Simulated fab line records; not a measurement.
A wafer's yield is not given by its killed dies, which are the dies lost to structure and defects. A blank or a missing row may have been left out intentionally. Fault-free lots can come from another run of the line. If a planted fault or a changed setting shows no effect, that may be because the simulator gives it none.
Comparing a struck lot with a sound one | flow rit_cmos | 29 out of 202 route steps
Sound: these wafers, L511.1, L511.4, L511.5. The struck wafers were L504.3, L504.4, L504.5. At the end, the cause is stated.
Each step with rows lists, per side, the tool, then ch with its chambers, then its first start. Under that, the readings that differ: sound wafers | struck wafers | difference of the means | sigmas: that difference in standard deviations of wafers without a fault.
alike: a reading whose means differ by less than 2 such deviations, as well as words and numbers matching on both sides. not compared: withheld readings; readings where some wafer has no value; bounds like >300 that might hide an equal value; numbers whose values overlap and for which the record gives no deviation.
A row with sigmas, a row that says differs or no value, or rows on one side alone: a step with any of these is where the two part. Numbers that don't overlap but have no deviation are shown without sigmas and don't part them. A reading missing from all wafers of one side parts the sides only when that side holds two or more wafers.

first, 6 steps without rows for these wafers: RIT_SDANNEAL_CLEAN_02 (cleans in SC2, time 600 s); RIT_SDANNEAL_RTA_03 (time 5 s); RIT_SILICIDE_WET_ETCH_00 (etches SiO2 in BOE, target depth 14 nm, time 15 s); RIT_SILICIDE_SPUTTER_01 (material Ti, target thk 30 nm, time 240 s); RIT_SILICIDE_RTA_04 (time 10 s, ramp up 5 s, ramp down 5 s); RIT_SILICIDE_WET_ETCH_05 (etches Ti in SPM, time 120 s).
RIT_SILICIDE_RTA_06: time 10 s, ramp up 5 s, ramp down 10 s.
  sound on rtp_anneal-02 ch 0, day 6 22:31; struck on rtp_anneal-01 ch 0, day 5 15:37
  alike: wafer_temp_C_max
then, 21 steps without rows for these wafers: RIT_CONTACT_CVD_00 (deposits SiO2 from TEOS, target thk 400 nm, time 61 s); RIT_CONTACT_HMDS_02 (prime time 60 s); RIT_CONTACT_COAT_03 (resist thk 1000 nm); RIT_CONTACT_SOFTBAKE_04 (time 60 s); RIT_CONTACT_EXPOSE_05 (exposes mask M11, target cd 1000 nm); RIT_CONTACT_PEB_06; RIT_CONTACT_DEVELOP_07 (develop time 120 s); RIT_CONTACT_HARDBAKE_10 (time 60 s); RIT_CONTACT_ETCH_11 (etches SiO2 in CHF3/CF4/Ar, stops on TiSi2, target depth 480 nm, time 320 s); RIT_CONTACT_STRIP_12 (strips in O2, time 180 s); RIT_CONTACT_CLEAN_13 (cleans in SC1, time 600 s); RIT_CONTACT_CLEAN_14 (cleans in SC2, time 600 s); RIT_M1_SPUTTER_00 (material Al, target thk 400 nm, time 500 s); RIT_M1_HMDS_03 (prime time 60 s); RIT_M1_COAT_04 (resist thk 1300 nm); RIT_M1_SOFTBAKE_05 (time 60 s); RIT_M1_EXPOSE_06 (exposes mask M12, target cd 2600 nm); RIT_M1_PEB_07; RIT_M1_DEVELOP_08 (develop time 68 s); RIT_M1_HARDBAKE_11 (time 120 s); RIT_M1_METAL_ETCH_12 (etches Al in Cl2/BCl3, stops on SiO2, time 165 s, target depth 600 nm).
RIT_M1_PROBE_99:
  sound: prober-02 at day 7 05:20; struck: prober-01 at day 5 22:46
  reading                                         | sound                  | struck              | difference | sigmas
  model.etest.nplus_sal.rs_ohm_sq_rim_less_centre | 0.08036 0.06227 0.1018 | -1.167 -1.19 -1.145 | -1.249     |
  model.etest.nplus_sal.rs_ohm_sq_range           | 0.09304 0.08279 0.1265 | 1.197 1.206 1.15    | +1.084     |
  model.etest.npoly_sal.rs_ohm_sq                 | 4.367 4.372 4.341      | 4 3.916 3.924       | +0         |
  model.etest.ppoly_sal.rs_ohm_sq                 | 4.34 4.352 4.318       | 3.995 3.913 3.913   | -0.396     |
  model.etest.pplus_sal.rs_ohm_sq                 | 4.346 4.34 4.351       | 3.944 3.895 3.886   | -0.437     |
  model.etest.nplus_sal.rs_ohm_sq                 | 4.289 4.319 4.332      | 3.949 3.873 3.879   | -0.413     |
  model.etest.pplus_sal.line_ohm_um               | 1.258 1.257 1.273      | 1.143 1.116 1.129   | -0.133     |
  model.etest.nplus_sal.line_ohm_um               | 1.268 1.255 1.236      | 1.133 1.112 1.119   | -0.132     |
  alike: killed_at_contacts, killed_at_front_end, killed_dies, killed_open, killed_short

## WHERE THEY PART
Nowhere in this record.

WHY: the cause the simulator had injected
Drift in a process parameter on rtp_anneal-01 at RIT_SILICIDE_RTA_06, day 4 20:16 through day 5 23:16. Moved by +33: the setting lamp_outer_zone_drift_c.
